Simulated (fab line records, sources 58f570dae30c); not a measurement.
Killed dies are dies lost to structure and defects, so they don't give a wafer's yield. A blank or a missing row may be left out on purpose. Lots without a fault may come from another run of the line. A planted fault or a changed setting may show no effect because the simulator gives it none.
Tool commonality check | flow berkeley_cmos170 | 16 lots, 48 wafers sampled

WHY IT WAS OPENED
At UCB170_CONTACT_CD_MEAS_15 the reading cd_nm is flagged on 4 of 16 lots. Wafers without a fault read 699.8 nm, standard deviation 1.4.
Rule: a lot is flagged when every wafer of it that has a number lies more than 4 standard deviations from that mean, or none has a number. The other lots count as sound.

lot  | measured     | on        | cd_nm (nm), wafer by wafer | flag
L824 | day 6 21:19  | cd_sem-01 | 699.5 701.1 700.8          |
L826 | day 7 01:21  | cd_sem-02 | 701.1 700.2 700.3          |
L823 | day 7 01:35  | cd_sem-01 | 699.0 699.2 699.1          |
L825 | day 7 01:56  | cd_sem-01 | 702.5 701.0 702.8          |
L827 | day 7 06:16  | cd_sem-01 | 697.8 698.6 697.0          |
L828 | day 7 13:38  | cd_sem-01 | 699.5 701.3 701.1          |
L829 | day 7 13:55  | cd_sem-01 | 701.0 701.3 700.8          |
L831 | day 8 02:58  | cd_sem-02 | 699.6 699.4 699.7          |
L830 | day 8 04:49  | cd_sem-02 | 699.5 698.4 699.0          |
L832 | day 8 11:55  | cd_sem-02 | 699.0 700.2 699.8          |
L835 | day 8 22:33  | cd_sem-01 | 700.0 699.4 699.3          |
L836 | day 9 09:57  | cd_sem-02 | 700.0 699.6 699.7          |
L840 | day 10 10:28 | cd_sem-02 | 712.9 712.9 714.3          | FLAGGED
L839 | day 10 11:00 | cd_sem-01 | 711.2 711.4 711.0          | FLAGGED
L842 | day 10 23:22 | cd_sem-01 | 705.8 707.3 707.7          | FLAGGED
L843 | day 10 23:31 | cd_sem-01 | 707.3 707.9 707.5          | FLAGGED
The numbers of the flagged lots are 709.8 nm on average: +10.0 nm against the usual, or +7 standard deviations.

WHICH TOOL RAN EACH LOT
The record holds 1 process step before the reading, out of a route of 331 steps. In each cell: the tool, then ch and the chambers that the sampled wafers went through, then the start.
lot  | flag    | UCB170_CONTACT_EXPOSE_12
L824 |         | krf_scanner-02 ch 0, day 6 20:56
L826 |         | krf_scanner-02 ch 0, day 7 00:58
L823 |         | krf_scanner-02 ch 0, day 7 01:07
L825 |         | krf_scanner-01 ch 0, day 7 01:33
L827 |         | krf_scanner-01 ch 0, day 7 05:42
L828 |         | krf_scanner-02 ch 0, day 7 13:14
L829 |         | krf_scanner-01 ch 0, day 7 13:29
L831 |         | krf_scanner-02 ch 0, day 8 02:14
L830 |         | krf_scanner-02 ch 0, day 8 04:05
L832 |         | krf_scanner-02 ch 0, day 8 11:26
L835 |         | krf_scanner-02 ch 0, day 8 22:04
L836 |         | krf_scanner-02 ch 0, day 9 09:34
L840 | FLAGGED | krf_scanner-02 ch 0, day 10 10:04
L839 | FLAGGED | krf_scanner-02 ch 0, day 10 10:37
L842 | FLAGGED | krf_scanner-02 ch 0, day 10 22:50
L843 | FLAGGED | krf_scanner-02 ch 0, day 10 23:04
What these steps do:
- UCB170_CONTACT_EXPOSE_12: exposes mask CONT, target cd 700 nm.
- UCB170_CONTACT_CD_MEAS_15: target cd 700 nm.

FLAGGED OVER TOTAL, TOOL BY TOOL (the gauges that took the reading come last)
step                      | tool           | lots run | flagged | share of the flagged lots | sound lots run after its first flagged lot
UCB170_CONTACT_EXPOSE_12  | krf_scanner-01 | 3        | 0       | none                      | -
UCB170_CONTACT_EXPOSE_12  | krf_scanner-02 | 13       | 4       | all                       | 0
UCB170_CONTACT_CD_MEAS_15 | cd_sem-01      | 10       | 3       | some                      | 0
UCB170_CONTACT_CD_MEAS_15 | cd_sem-02      | 6        | 1       | some                      | 0

WHAT THE TABLE ALLOWS
1 row of the table ran every flagged lot: krf_scanner-02 at UCB170_CONTACT_EXPOSE_12.
- krf_scanner-02 at UCB170_CONTACT_EXPOSE_12: 4 of its 13 lots flagged. Its last sound lot is L836 (day 9 09:34), its first flagged lot L840 (day 10 10:04): a fault that began between those two fits. Its own readings lie more than 4 standard deviations out on every wafer of the flagged lots: exposure_dose_mJ_cm2.
One tool is left: krf_scanner-02 at UCB170_CONTACT_EXPOSE_12.

WHAT THE SIMULATOR HAD PUT IN
Process parameter drift: krf_scanner-02, from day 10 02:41 on, at UCB170_CONTACT_EXPOSE_12. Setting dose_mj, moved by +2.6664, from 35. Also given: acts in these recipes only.
Lots struck among those shown: L840, L839, L842, L843. The rule above found the same.
